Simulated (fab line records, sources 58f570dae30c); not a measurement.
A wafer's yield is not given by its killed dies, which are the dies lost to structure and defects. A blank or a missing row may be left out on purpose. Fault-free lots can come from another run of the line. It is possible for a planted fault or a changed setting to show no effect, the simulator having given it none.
Matching of chambers / flow berkeley cmos170 / UCB170_V2_ETCH_14 on rie diel-03: 4 sister chambers
The step etches SiO2 in CHF3/CF4/Ar, stops on Al, target depth 1250 nm, time 291 s. 4 wafers are shown with their chamber, then 7 later ones without.

## WAFERS, EACH WITH ITS CHAMBER
wafer=L961.4; chamber=3; drypump motor current A (A)=6.9
wafer=L965.2; chamber=1; drypump motor current A (A)=5.3
wafer=L966.1; chamber=0; drypump motor current A (A)=5.4
wafer=L966.4; chamber=2; drypump motor current A (A)=5.4

## WAFERS WITH NO CHAMBER GIVEN
wafer=L966.6; drypump motor current A (A)=6.8
wafer=L980.1; drypump motor current A (A)=6.8
wafer=L980.4; drypump motor current A (A)=5.3
wafer=L980.6; drypump motor current A (A)=5.4
wafer=L982.1; drypump motor current A (A)=5.3
wafer=L982.3; drypump motor current A (A)=5.4
wafer=L982.4; drypump motor current A (A)=5.4

## CHAMBER TAKEN BY EACH
wafer=L966.6; from the rows above=3; in truth=3
wafer=L980.1; from the rows above=3; in truth=3
wafer=L980.4; from the rows above=can't be placed: 1 or 0 or 2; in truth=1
wafer=L980.6; from the rows above=can't be placed: 0 or 2 or 1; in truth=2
wafer=L982.1; from the rows above=can't be placed: 1 or 0 or 2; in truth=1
wafer=L982.3; from the rows above=can't be placed: 0 or 2 or 1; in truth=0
wafer=L982.4; from the rows above=can't be placed: 0 or 2 or 1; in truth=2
Correctly placed: 2 of 7. These rows do not allow placing 5 (true chamber among the candidates in 5). 0 placed wrongly.
How it was worked out, from the rows above alone: a wafer's distance from a chamber is the root of the sum, over the readings, of the square of ((its reading less the chamber's mean) divided by the reading's scatter). If the next closest chamber is less than 2 further off than the closest, the wafer can't be placed; otherwise it belongs to the closest. A chamber's mean is the mean of its shown wafers. The scatter: root of mean squared gap, hidden wafer to nearest shown wafer, with one shown wafer a chamber.
